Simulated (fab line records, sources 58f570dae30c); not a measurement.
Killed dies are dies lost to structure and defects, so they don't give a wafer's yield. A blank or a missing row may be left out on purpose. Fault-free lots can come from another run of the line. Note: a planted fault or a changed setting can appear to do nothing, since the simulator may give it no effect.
Which tool did it? -- flow berkeleyCmos170 -- Sampling: 15 lots, 45 wafers, 3 of 331 route steps

## WHAT THE GAUGES READ, wafer by wafer
UCB170_M1_CD_MEAS_90: the cd target is 700 nm. Usual: cdNm reads 700.2 nm (standard deviation 2.5).
lot,measured,on,cdNm (nm),flag
L255,day 8 19:19,cdSem-01,699.3 699.0 699.0,
L254,day 8 19:57,cdSem-01,698.5 699.4 696.9,
L256,day 9 04:31,cdSem-01,700.3 702.1 701.4,
L259,day 9 19:22,cdSem-02,699.6 697.8 699.2,
L258,day 9 20:16,cdSem-02,698.7 703.7 698.8,
L261,day 9 20:58,cdSem-02,- - -,OFF
L262,day 9 21:09,cdSem-01,- - -,OFF
L260,day 9 21:28,cdSem-02,- - -,OFF
L270,day 11 23:46,cdSem-02,702.8 702.5 702.8,
L273,day 12 05:50,cdSem-01,697.4 699.0 700.0,
L272,day 12 07:17,cdSem-02,698.1 699.1 699.5,
L271,day 12 07:54,cdSem-02,700.6 701.5 700.2,
L274,day 12 13:25,cdSem-01,702.4 698.7 697.4,
L276,day 13 17:27,cdSem-01,698.6 700.1 702.2,
L277,day 13 18:50,cdSem-02,699.4 702.5 701.5,

## TOOL THAT RAN EACH LOT (tool first, then ch and the chambers of the sampled wafers, then the start)
lot,UCB170_M1_ETCH_11,UCB170_M1_METAL_ETCH_12
L255,"rieDiel-01 ch 0,2,3, day 8 19:01","rieMetal-03 ch 0,1, day 8 19:04"
L254,"rieDiel-04 ch 0,1, day 8 19:38","rieMetal-02 ch 0,1, day 8 19:40"
L256,"rieDiel-04 ch 0,1,2, day 9 04:14","rieMetal-01 ch 0,1, day 9 04:17"
L259,"rieDiel-02 ch 0,2,3, day 9 19:05","rieMetal-03 ch 1, day 9 19:07"
L258,"rieDiel-02 ch 0,2,3, day 9 19:56","rieMetal-01 ch 0,1, day 9 20:02"
L261,"rieDiel-01 ch 2,3, day 9 20:40","rieMetal-03 ch 0,1, day 9 20:43"
L262,"rieDiel-04 ch 2,3, day 9 20:52","rieMetal-01 ch 0,1, day 9 20:55"
L260,"rieDiel-04 ch 1,2,3, day 9 21:11","rieMetal-03 ch 0,1, day 9 21:14"
L270,"rieDiel-01 ch 0,1,3, day 11 23:29","rieMetal-02 ch 0,1, day 11 23:32"
L273,"rieDiel-04 ch 0,2, day 12 05:34","rieMetal-03 ch 0,1, day 12 05:37"
L272,"rieDiel-02 ch 1,2,3, day 12 07:01","rieMetal-02 ch 0, day 12 07:04"
L271,"rieDiel-01 ch 0,1, day 12 07:37","rieMetal-03 ch 0,1, day 12 07:40"
L274,"rieDiel-04 ch 0,2, day 12 13:08","rieMetal-03 ch 0,1, day 12 13:11"
L276,"rieDiel-01 ch 1,2,3, day 13 17:08","rieMetal-01 ch 0,1, day 13 17:13"
L277,"rieDiel-01 ch 0,1,2, day 13 18:34","rieMetal-01 ch 0,1, day 13 18:36"
- UCB170_M1_ETCH_11: etches BARC in N2/H2.
- UCB170_M1_METAL_ETCH_12: etches Al in Cl2/BCl3, stops on PSG, target depth 780 nm, time 134.2 s.

## AS READ BY THE TOOLS THEMSELVES (means over the sampled wafers that have a number; for cases with no such wafer, the mark the record gives instead)
UCB170_M1_ETCH_11. Usual: biasW 99.98 W, standard deviation 0.28; chamberPressureMTorr 30.001 mTorr, standard deviation 0.028; drypumpMotorCurrentA 5.8 A, standard deviation 0.43; oesProductAu 0.994 a.u., standard deviation 0.022; rfFwdPowerW 494.7 W, standard deviation 1.8; throttleValvePct 13.28 %, standard deviation 0.2.
lot,tool,biasW (W),chamberPressureMTorr (mTorr),drypumpMotorCurrentA (A),oesProductAu (a.u.),rfFwdPowerW (W),throttleValvePct (%),flag
L255,rieDiel-01,100.06,30.001,5.3,1.022,494.0,13.27,
L254,rieDiel-04,99.72,29.985,5.9,0.994,493.5,13.18,
L256,rieDiel-04,100.10,30.002,5.9,0.992,496.0,13.20,
L259,rieDiel-02,99.88,29.997,6.2,0.976,495.8,13.43,
L258,rieDiel-02,99.80,30.003,6.2,0.980,495.8,13.43,
L261,rieDiel-01,-,-,-,-,-,-,OFF
L262,rieDiel-04,-,-,-,-,-,-,OFF
L260,rieDiel-04,-,-,-,-,-,-,OFF
L270,rieDiel-01,100.04,30.019,5.7,1.033,493.2,13.34,
L273,rieDiel-04,100.13,30.002,5.7,0.988,495.8,13.16,
L272,rieDiel-02,99.79,29.974,6.1,0.989,493.8,13.32,
L271,rieDiel-01,99.89,30.007,5.6,1.016,494.0,13.13,
L274,rieDiel-04,99.66,30.010,5.8,0.983,495.9,13.16,
L276,rieDiel-01,100.00,30.018,5.4,1.022,493.8,13.35,
L277,rieDiel-01,100.26,29.994,5.3,1.012,495.6,13.14,

UCB170_M1_METAL_ETCH_12. Usual: bcl3FlowSccm 45.01 sccm, standard deviation 0.15; chamberPressureMTorr 12.001 mTorr, standard deviation 0.012; drypumpMotorCurrentA 5.7 A, standard deviation 0.37; oesProductAu 0.862 a.u., standard deviation 0.012; throttleValvePct 24.54 %, standard deviation 0.26.
lot,tool,bcl3FlowSccm (sccm),chamberPressureMTorr (mTorr),drypumpMotorCurrentA (A),oesProductAu (a.u.),throttleValvePct (%),flag
L255,rieMetal-03,45.04,11.998,5.7,0.864,24.69,
L254,rieMetal-02,45.00,12.002,5.2,0.874,24.53,
L256,rieMetal-01,45.05,11.985,5.7,0.856,24.26,
L259,rieMetal-03,44.90,12.010,6.2,0.859,24.87,
L258,rieMetal-01,45.06,12.000,5.8,0.848,24.31,
L261,rieMetal-03,45.09,12.000,6.0,0.380,25.01,OFF
L262,rieMetal-01,45.03,12.006,5.7,0.377,24.48,OFF
L260,rieMetal-03,45.18,11.998,6.0,0.378,25.00,OFF
L270,rieMetal-02,44.95,11.995,5.2,0.877,24.53,
L273,rieMetal-03,45.05,12.009,6.0,0.869,24.78,
L272,rieMetal-02,44.94,12.011,5.4,0.859,24.87,
L271,rieMetal-03,44.98,12.000,5.7,0.859,24.68,
L274,rieMetal-03,44.92,11.997,5.7,0.872,24.69,
L276,rieMetal-01,44.99,12.002,5.7,0.863,24.25,
L277,rieMetal-01,44.89,12.003,5.7,0.854,24.26,

## THE ANSWER, worked out from the rows above alone
Rule: lot off if the mean of its wafers having a number is beyond 3 standard deviations from the usual mean. Also off: a lot with no number at a reading for which 4 or more lots have one. Where the step has rows for the other lots, those lots are counted as sound. Order of review: gauges by route order, followed by the tools' own readings, for which a lot's mean as printed above is used. The first step at which some lot is off is used, and at that step the reading that is off furthest; a lot without a number counts as furthest.
Off: L261, L262, L260, at UCB170_M1_CD_MEAS_90 (cdNm). Without a number there: L261, L262, L260.
If a tool, at a process step before that reading, ran all the lots that are off and no sound lot after the first of them, it fits. Not tried: the gauges at UCB170_M1_CD_MEAS_90; whatever is off there is also off at UCB170_M1_ETCH_11, on other tools, and gauge error can't account for it. No candidate that was tried fits.

## WHAT THE SIMULATOR PUT IN
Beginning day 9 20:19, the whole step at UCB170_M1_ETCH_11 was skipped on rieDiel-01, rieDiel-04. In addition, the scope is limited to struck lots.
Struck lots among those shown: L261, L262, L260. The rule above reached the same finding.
